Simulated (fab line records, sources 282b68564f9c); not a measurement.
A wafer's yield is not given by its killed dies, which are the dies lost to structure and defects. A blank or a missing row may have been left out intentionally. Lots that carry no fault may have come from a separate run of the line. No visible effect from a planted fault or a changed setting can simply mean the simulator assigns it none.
Comparing a struck lot with a sound one    flow rit-cmos    15 out of 202 route steps
Sound: the wafers L340.4, L340.5, L340.6. Struck: wafers L350.3, L350.5, L350.6. The cause comes at the end.
Order at every step that has rows: each side's tool, ch and its chambers, its first start. Under that, the readings that differ: sound wafers    struck wafers    difference of the means    sigmas: that difference in standard deviations of wafers without a fault.
alike: readings whose means differ by less than 2 such deviations, and words and numbers that are the same on both sides. not compared: withheld readings, readings that some wafer has no value for, bounds like >300 that may hide the same value, and numbers for which the record gives no deviation and whose values overlap.
A row with sigmas, a row that says differs or no value, or rows on one side alone: a step with any of these is where the two part. Non-overlapping numbers with no deviation appear without sigmas and do not part them. A reading that every wafer of one side lacks parts them only if that side has two wafers or more.

first, 4 steps without rows for these wafers: RIT_REOX_CLEAN_00 (cleans in SC1, time 600 s); RIT_REOX_CLEAN_01 (cleans in dHF, time 30.56 s); RIT_REOX_CLEAN_02 (cleans in SC2, time 600 s); RIT_REOX_OXIDATION_03 (target thk 25.2 nm, ox time 5580 s).
RIT_REOX_THK_MEAS_04:
  struck on film-metro-04, day 6 07:32; sound on film-metro-01, day 4 03:24
  alike: REOX_OXIDE_THK
then, 6 steps without rows for these wafers: RIT_NLDD_HMDS_00 (prime time 60 s); RIT_NLDD_COAT_01 (resist thk 1000 nm); RIT_NLDD_SOFTBAKE_02 (time 60 s); RIT_NLDD_EXPOSE_03 (exposes mask M7, target cd 40700 nm); RIT_NLDD_PEB_04; RIT_NLDD_DEVELOP_05 (develop time 50 s).
RIT_NLDD_OVL_MEAS_06:
  struck on overlay-01, day 6 08:34; sound on overlay-01, day 4 04:17
  alike: NLDD_OVL
RIT_NLDD_HARDBAKE_07: time 60 s.
  sound on litho-track-04 ch 0, day 4 04:23; struck on litho-track-02 ch 0, day 6 08:38
reading                   sound                 struck                difference  sigmas
heater-power-total-W (W)  62.49 62.56 62.59     61.49 61.48 61.50     -1.06       -23
plate-temp-C (C)          140.11 139.89 139.65  138.26 138.47 138.26  -1.55       -11
following that, these wafers have no rows for 1 step: RIT_NLDD_IMPLANT_08.
RIT_M1_PROBE_99:
  struck on prober-01, day 7 00:20; sound on prober-01, day 4 20:12
  alike: killed-at-front-end, killed-dies, killed-open, killed-short

## WHERE THEY PART
Within this record, at RIT_NLDD_HARDBAKE_07 only. Later steps at which nothing parts them and some readings are alike: RIT_M1_PROBE_99.

WHY: the cause the simulator had injected
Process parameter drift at RIT_NLDD_HARDBAKE_07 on litho-track-02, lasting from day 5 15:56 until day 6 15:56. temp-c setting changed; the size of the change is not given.
